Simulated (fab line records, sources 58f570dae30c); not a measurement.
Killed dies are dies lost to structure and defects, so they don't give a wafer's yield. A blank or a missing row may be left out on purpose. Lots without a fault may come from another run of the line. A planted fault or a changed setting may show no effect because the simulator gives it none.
A struck lot beside a sound one | flow berkeley_cmos170 | 32 steps out of a route of 331
Sound: wafers L950.2, L950.3, L950.4. Struck: wafer L962.3. (L962.2, L962.4 of the same lot were not struck and are left out.) The cause comes at the end.
At each step with rows: each side's tool, then ch and its chambers, then its first start. Under that, the readings that differ: sound wafers | struck wafers | difference of the means | sigmas: that difference in standard deviations of wafers without a fault.
alike: readings whose means differ by less than 2 such deviations, and words and numbers that are the same on both sides. not compared: withheld readings, readings that some wafer has no value for, bounds like >300 that may hide the same value, and numbers for which the record gives no deviation and whose values overlap.
The two part at a step that has a row with sigmas, a row that says differs or no value, or rows on one side only. Numbers that don't overlap but have no deviation are shown without sigmas and don't part them. A reading that every wafer of one side lacks parts them only if that side has two wafers or more.

first, 6 steps without rows for these wafers: UCB170_V1_HMDS_06 (prime time 60 s); UCB170_V1_COAT_07 (resist thk 900 nm); UCB170_V1_SOFTBAKE_08 (time 60 s); UCB170_V1_EXPOSE_09 (exposes mask VIA1, target cd 700 nm); UCB170_V1_PEB_10; UCB170_V1_DEVELOP_11 (develop time 45 s).
UCB170_V1_CD_MEAS_12: target cd 700 nm.
  sound on cd_sem-02, day 7 14:19; struck on cd_sem-02, day 10 10:57
  reading    | sound             | struck | difference | sigmas
  cd_nm (nm) | 698.2 697.9 697.5 | 701.3  | +3.4       | +3
UCB170_V1_OVL_MEAS_13:
  sound on overlay-01, day 7 14:26; struck on overlay-01, day 10 11:03
  alike: V1_OVL
UCB170_V1_ETCH_14: etches SiO2 in CHF3/CF4/Ar, stops on Al, target depth 1250 nm, time 291 s.
  sound on rie_diel-03 ch 1,2,3, day 7 14:28; struck on rie_diel-02 ch 0, day 10 11:05
  reading                | sound     | struck | difference | sigmas
  rf_hours_counter_h (h) | 144 37 54 | 23     | -55        |
  alike: drypump_motor_current_A, oes_product_au, throttle_valve_pct
UCB170_V1_STRIP_15: strips in O2.
  sound on plasma_asher-01 ch 0,1, day 7 14:38; struck on plasma_asher-04 ch 0, day 10 11:16
  alike: drypump_motor_current_A, oes_product_au, strip_time_to_endpoint_s
  not compared: rf_hours_counter_h
UCB170_V1_CD_MEAS_90: target cd 700 nm.
  sound on cd_sem-01, day 7 14:45; struck on cd_sem-01, day 10 11:23
  reading    | sound             | struck | difference | sigmas
  cd_nm (nm) | 696.3 699.2 697.5 | 701.0  | +3.3       | +2
then, 1 step without rows for these wafers: UCB170_M2_PRE_CLEAN_00 (preclean etch time 60 s).
UCB170_M2_SPUTTER_01: material Al, target thk 900 nm, time 120 s.
  sound on pvd_sputter-03, day 7 14:55; struck on pvd_sputter-03, day 10 11:33
  reading                               | sound             | struck | difference | sigmas
  throttle_valve_pct (%)                | 31.7 30.2 31.3    | 28.5   | -2.6       | -3
  model.Al_of_M2_SPUTTER_01.thk_nm (nm) | 912.1 909.4 915.2 | 416.9  | -495.3     |
UCB170_M2_RS_MEAS_02: measures by four-point-probe.
  sound on film_metro-04, day 7 15:01; struck on film_metro-01, day 10 11:39
  reading           | sound                | struck | difference | sigmas
  M2_AL_RS (ohm/sq) | 0.0317 0.0319 0.0317 | 0.0703 | +0.0385    | +90
UCB170_M2_THK_MEAS_03: measures by xrf.
  sound on film_metro-04, day 7 15:08; struck on film_metro-01, day 10 11:46
  reading        | sound       | struck | difference | sigmas
  M2_AL_THK (nm) | 923 921 927 | 418    | -506       | -39
then, 3 steps without rows for these wafers: UCB170_M2_HMDS_04 (prime time 60 s); UCB170_M2_COAT_05 (resist thk 900 nm); UCB170_M2_SOFTBAKE_06 (time 60 s).
UCB170_M2_STRIP_07: strips in O2.
  sound on plasma_asher-01 ch 0,1, day 7 15:38; struck on plasma_asher-01 ch 0, day 10 12:16
  alike: drypump_motor_current_A, oes_product_au, strip_time_to_endpoint_s
  not compared: rf_hours_counter_h
then, 7 steps without rows for these wafers: UCB170_M2_STRIP_08 (strips KrF in DMSO, time 600 s); UCB170_M2_COAT_09; UCB170_M2_COAT_10 (resist thk 900 nm); UCB170_M2_SOFTBAKE_11 (time 60 s); UCB170_M2_EXPOSE_12 (exposes mask METAL2, target cd 700 nm); UCB170_M2_PEB_13; UCB170_M2_DEVELOP_14 (develop time 45 s).
UCB170_M2_CD_MEAS_15: target cd 700 nm.
  sound on cd_sem-02, day 7 16:59; struck on cd_sem-01, day 10 15:29
  alike: cd_nm
UCB170_M2_OVL_MEAS_16:
  sound on overlay-01, day 7 17:05; struck on overlay-02, day 10 15:35
  alike: M2_OVL
UCB170_M2_ETCH_17: etches BARC in N2/H2.
  sound on rie_diel-01 ch 0,2,3, day 7 17:07; struck on rie_diel-04 ch 3, day 10 15:37
  alike: bias_w, drypump_motor_current_A, oes_product_au, throttle_valve_pct
UCB170_M2_METAL_ETCH_18: etches Al in Cl2/BCl3, stops on SiO2, target depth 1170 nm, time 195 s.
  sound on rie_metal-01 ch 0,1, day 7 17:10; struck on rie_metal-01 ch 0, day 10 15:40
  reading               | sound             | struck | difference | sigmas
  oes_product_au (a.u.) | 0.850 0.852 0.854 | 0.601  | -0.251     | -21
  alike: bias_w, drypump_motor_current_A, throttle_valve_pct
  not compared: rf_hours_counter_h
UCB170_M2_STRIP_19: strips in O2.
  sound on plasma_asher-04 ch 0,1, day 7 17:21; struck on plasma_asher-02 ch 0, day 10 15:51
  reading                     | sound          | struck | difference | sigmas
  drypump_motor_current_A (A) | 6.10 6.12 5.90 | 5.40   | -0.64      | -3
  alike: oes_product_au
  not compared: rf_hours_counter_h
UCB170_M3_PROBE_99:
  sound on prober-01, day 8 00:34; struck on prober-02, day 10 21:37
  reading                               | sound                       | struck   | difference | sigmas
  model.etest.antenna_m2.vt_shift_v (V) | -0.01561 -0.007349 -0.01565 | -0.02187 | -0.00900   |

WHERE THEY PART
First at UCB170_V1_CD_MEAS_12; last, within this record, at UCB170_M2_STRIP_19.

WHY: what the simulator had put in
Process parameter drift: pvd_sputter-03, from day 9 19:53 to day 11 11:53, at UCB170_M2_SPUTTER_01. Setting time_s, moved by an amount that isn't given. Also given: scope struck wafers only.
